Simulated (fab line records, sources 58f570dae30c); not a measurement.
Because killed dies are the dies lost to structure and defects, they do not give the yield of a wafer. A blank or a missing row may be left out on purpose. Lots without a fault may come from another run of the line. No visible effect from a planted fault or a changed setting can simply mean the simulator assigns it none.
Split-lot experiment :: flow berkeley cmos170 :: 5 lots, 23 wafers read, on a route of 331 steps

ON THE SPLIT
At UCB170_M3_PEB_13, the setting peb temp c was moved away from the recipe's 130 C on 8 of the 23 wafers read, by -1.0% to +2.8%. The other wafers ran this setting at the recipe's value.

FROM THE SPLIT TO THE READING: what the file shows between them, 5 steps
- UCB170_M3_DEVELOP_14: develop time 45 s
- UCB170_M3_CD_MEAS_15: target cd 700 nm
- UCB170_M3_ETCH_17: etches BARC in N2/H2
- UCB170_M3_METAL_ETCH_18: etches Al in Cl2/BCl3, stops on SiO2, target depth 1170 nm, time 189.5 s
- UCB170_M3_STRIP_19: strips in O2

THE READING
At UCB170_M3_CD_MEAS_90: cd nm in nanometres, against a target cd of 700 nm. Typical for fault-free wafers on this fab line: 701.6 nm, with standard deviation 3 nm.

wafer: L075.1
tool, chamber at the split: litho track-02, 0
peb temp c as run, C: 130
against the recipe: recipe
cd nm, nm: 699.4
against lot-mates on the recipe: -

wafer: L075.3
tool, chamber at the split: litho track-02, 0
peb temp c as run, C: 133.6
against the recipe: +2.8%
cd nm, nm: 679.7
against lot-mates on the recipe: -19.3

wafer: L075.4
tool, chamber at the split: litho track-02, 0
peb temp c as run, C: 130
against the recipe: recipe
cd nm, nm: 700.9
against lot-mates on the recipe: -

wafer: L075.5
tool, chamber at the split: litho track-02, 0
peb temp c as run, C: 133.6
against the recipe: +2.8%
cd nm, nm: 682.4
against lot-mates on the recipe: -16.6

wafer: L075.6
tool, chamber at the split: litho track-02, 0
peb temp c as run, C: 130
against the recipe: recipe
cd nm, nm: 696.6
against lot-mates on the recipe: -

wafer: L076.2
tool, chamber at the split: litho track-02, 0
peb temp c as run, C: 131
against the recipe: +0.8%
cd nm, nm: 702.9
against lot-mates on the recipe: +1.8

wafer: L076.3
tool, chamber at the split: litho track-02, 0
peb temp c as run, C: 130
against the recipe: recipe
cd nm, nm: 704.9
against lot-mates on the recipe: -

wafer: L076.4
tool, chamber at the split: litho track-02, 0
peb temp c as run, C: 131
against the recipe: +0.8%
cd nm, nm: 693.2
against lot-mates on the recipe: -7.9

wafer: L076.5
tool, chamber at the split: litho track-02, 0
peb temp c as run, C: 131
against the recipe: +0.8%
cd nm, nm: 698.7
against lot-mates on the recipe: -2.4

wafer: L076.6
tool, chamber at the split: litho track-02, 0
peb temp c as run, C: 130
against the recipe: recipe
cd nm, nm: 697.3
against lot-mates on the recipe: -

wafer: L082.2
tool, chamber at the split: litho track-02, 0
peb temp c as run, C: 130
against the recipe: recipe
cd nm, nm: 700.8
against lot-mates on the recipe: -

wafer: L082.4
tool, chamber at the split: litho track-02, 0
peb temp c as run, C: 130
against the recipe: recipe
cd nm, nm: 706.0
against lot-mates on the recipe: -

wafer: L082.5
tool, chamber at the split: litho track-02, 0
peb temp c as run, C: 130
against the recipe: recipe
cd nm, nm: 706.2
against lot-mates on the recipe: -

wafer: L083.1
tool, chamber at the split: litho track-03, 0
peb temp c as run, C: 128.7
against the recipe: -1.0%
cd nm, nm: 711.0
against lot-mates on the recipe: +11.9

wafer: L083.2
tool, chamber at the split: litho track-03, 0
peb temp c as run, C: 128.7
against the recipe: -1.0%
cd nm, nm: 706.7
against lot-mates on the recipe: +7.6

wafer: L083.3
tool, chamber at the split: litho track-03, 0
peb temp c as run, C: 128.7
against the recipe: -1.0%
cd nm, nm: 711.6
against lot-mates on the recipe: +12.5

wafer: L083.4
tool, chamber at the split: litho track-03, 0
peb temp c as run, C: 130
against the recipe: recipe
cd nm, nm: 700.4
against lot-mates on the recipe: -

wafer: L083.6
tool, chamber at the split: litho track-03, 0
peb temp c as run, C: 130
against the recipe: recipe
cd nm, nm: 697.8
against lot-mates on the recipe: -

wafer: L084.2
tool, chamber at the split: litho track-02, 0
peb temp c as run, C: 130
against the recipe: recipe
cd nm, nm: 703.8
against lot-mates on the recipe: -

wafer: L084.3
tool, chamber at the split: litho track-02, 0
peb temp c as run, C: 130
against the recipe: recipe
cd nm, nm: 702.5
against lot-mates on the recipe: -

wafer: L084.4
tool, chamber at the split: litho track-02, 0
peb temp c as run, C: 130
against the recipe: recipe
cd nm, nm: 698.7
against lot-mates on the recipe: -

wafer: L084.5
tool, chamber at the split: litho track-02, 0
peb temp c as run, C: 130
against the recipe: recipe
cd nm, nm: 702.6
against lot-mates on the recipe: -

wafer: L084.6
tool, chamber at the split: litho track-02, 0
peb temp c as run, C: 130
against the recipe: recipe
cd nm, nm: 699.5
against lot-mates on the recipe: -

THE FIT
A straight line over all 23 wafers: cd nm changes by -7.28 nm for each +1% of peb temp c; r = -0.91; the points scatter about the line by 3.2 nm.
The same after taking each lot's own level away (the mean of its wafers on the recipe; 23 wafers): -7.08 nm for each +1%; r = -0.91; scatter 3 nm.
According to that fit, moving peb temp c by its largest amount changes the reading by 20 nm.
Measured against the standard deviation above, the lots' own levels, which go from 698.97 to 704.33 nm, span 1.8 times it.
So the lot-to-lot level changes the slope little: the two slopes agree.
Check: for one of the wafers moved furthest among these (+2.8%), held out of the fit, the line's prediction against its lot-mates is -18.3 nm. It came out at -19.3 nm against them.

THESE WAFERS: OTHER SPLITS
Other splits were also applied to these wafers ahead of the reading. Each is held against what the fit with the lots' levels taken away leaves over:
other split on the same wafers: UCB170_M2_DEVELOP_14 develop time s
wafers away from the commonest value: 5
r with cd nm (lot level and that fit taken away): +0.00

other split on the same wafers: UCB170_M3_COAT_05 spin rpm
wafers away from the commonest value: 7
r with cd nm (lot level and that fit taken away): -0.23

THE WHOLE CHAIN: every reading that the file lists as answering this split, in the file's order
step: UCB170_M3_CD_MEAS_15
what it does: target cd 700 nm
reading: cd nm
change (the file's fit): -7.41 nm for each +1% of the setting
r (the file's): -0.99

step: UCB170_M3_ETCH_17
what it does: etches BARC in N2/H2
reading: M3.cd nm (the simulator's own value, which no gauge read)
change (the file's fit): -7.22 nm for each +1% of the setting
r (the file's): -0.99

step: UCB170_M3_METAL_ETCH_18
what it does: etches Al in Cl2/BCl3, stops on SiO2, target depth 1170 nm, time 189.5 s
reading: M3.cd nm (the simulator's own value, which no gauge read)
change (the file's fit): -6.82 nm for each +1% of the setting
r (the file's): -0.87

step: UCB170_M3_CD_MEAS_90
what it does: target cd 700 nm
reading: cd nm
change (the file's fit): -6.74 nm for each +1% of the setting
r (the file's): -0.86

FILE'S OWN FIT
cd nm changes by -6.74 nm for each +1% of peb temp c, r = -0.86.
